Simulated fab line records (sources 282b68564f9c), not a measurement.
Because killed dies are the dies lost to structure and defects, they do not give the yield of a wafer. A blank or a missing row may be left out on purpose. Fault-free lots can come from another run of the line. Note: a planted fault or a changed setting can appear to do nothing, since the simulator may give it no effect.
Code-filled problem report in 8D (eight disciplines) form ; flow rit-cmos ; the parts of the form that need people (team, actions taken, sign-off) are left out

## 1. WHAT IS WRONG
Across 9 wafers from 3 lots, PSD_RS at RIT_SDANNEAL_RS_MEAS_04 averages 166.0 ohm/sq, while fault-free wafers read 116.3 ohm/sq with a standard deviation of 0.33. So: +99 or more standard deviations from the usual mean.
The step: measures by four-point-probe.
The first sign was on wafer L734.2 at day 5 10:00, on film-metro-03. The record has a number at this step for 45 wafers belonging to 15 lots. The rule behind "out" and "out of limits": a value lying over 4 standard deviations away from the usual mean. Any other wafer with a number is counted as sound.

## 2. WHAT THIS IS AND IS NOT
question;is;is not
which readings at this step;PSD_RS;-
which lots;L734, L736, L738;L723, L724, L725, L726, L727, L728, L729, L730, L731, L741, L743, L745
which wafers of those lots;all that have a number;-
read on which gauges;film-metro-01, film-metro-03, film-metro-04;-
when;from day 5 10:00;"up to then (27 sound wafers); but 9 sound wafers of L741, L743, L745 came after"

## 3. WHAT RULES OUT EACH SUSPECT
Counting: a tool stays on the suspect list if, at a process step up to the reading, it processed all lots that are out and no sound lot following the first of them.
- the gauge at RIT_SDANNEAL_RS_MEAS_04 has been ruled out. The wafers that are out were read on 3 gauges (film-metro-01, film-metro-03, film-metro-04).
- rtp-anneal-02 at RIT_SDANNEAL_RTA_03 (time 4.891 s): kept. Every lot that is out went through it, starting with L734 (day 5 09:56), and after that it ran no sound lot; the last sound lot it ran before then is L731 (day 4 20:31). Out on those wafers are its own readings of wafer_temp_C_max.
After counting, what remains is rtp-anneal-02 at RIT_SDANNEAL_RTA_03.

## 4. THE CAUSE (what the simulator had put in)
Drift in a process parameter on rtp-anneal-02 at RIT_SDANNEAL_RTA_03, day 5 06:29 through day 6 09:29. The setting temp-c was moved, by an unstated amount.
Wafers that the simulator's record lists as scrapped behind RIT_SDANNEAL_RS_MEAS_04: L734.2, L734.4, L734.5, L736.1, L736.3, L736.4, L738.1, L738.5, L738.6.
Counting left only this tool.

## 5. THE EFFECT CHAIN, in route order
Each row: a reading whose mean over the struck wafers that have a number lies more than 3 standard deviations from the usual. Readings are gone through only where the record gives a usual standard deviation; hours: the median, over the lots, of the time from a lot's start at the first step in this table giving one to that lot's start at this step; sigmas: the change measured in usual standard deviations.
hours;step;reading;usual;on struck wafers;change;sigmas
0;RIT_SDANNEAL_RTA_03;wafer_temp_C_max;1053.7;988.7;-65.0;-54
0;RIT_SDANNEAL_RS_MEAS_04;PSD_RS;116.3 ohm/sq;166.0;+49.7;+99 or more
Its process steps:
- RIT_SDANNEAL_RTA_03: time 4.891 s.

## 6. WHAT WOULD HAVE CAUGHT IT SOONER
The first out-of-limits reading at a measuring or inspecting step in this record came at day 5 10:00, 4 hours after the fault's start at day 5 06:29.
At RIT_SDANNEAL_RTA_03, the tool's own readings (wafer_temp_C_max) were out on each struck wafer the step has a row for, so an alarm limit on them would have fired on the first such wafer.
L736, L738, from the lots that are out (3), started RIT_SDANNEAL_RTA_03 on rtp-anneal-02 later than day 5 10:00. A hold on the tool at that time would have spared those 2.
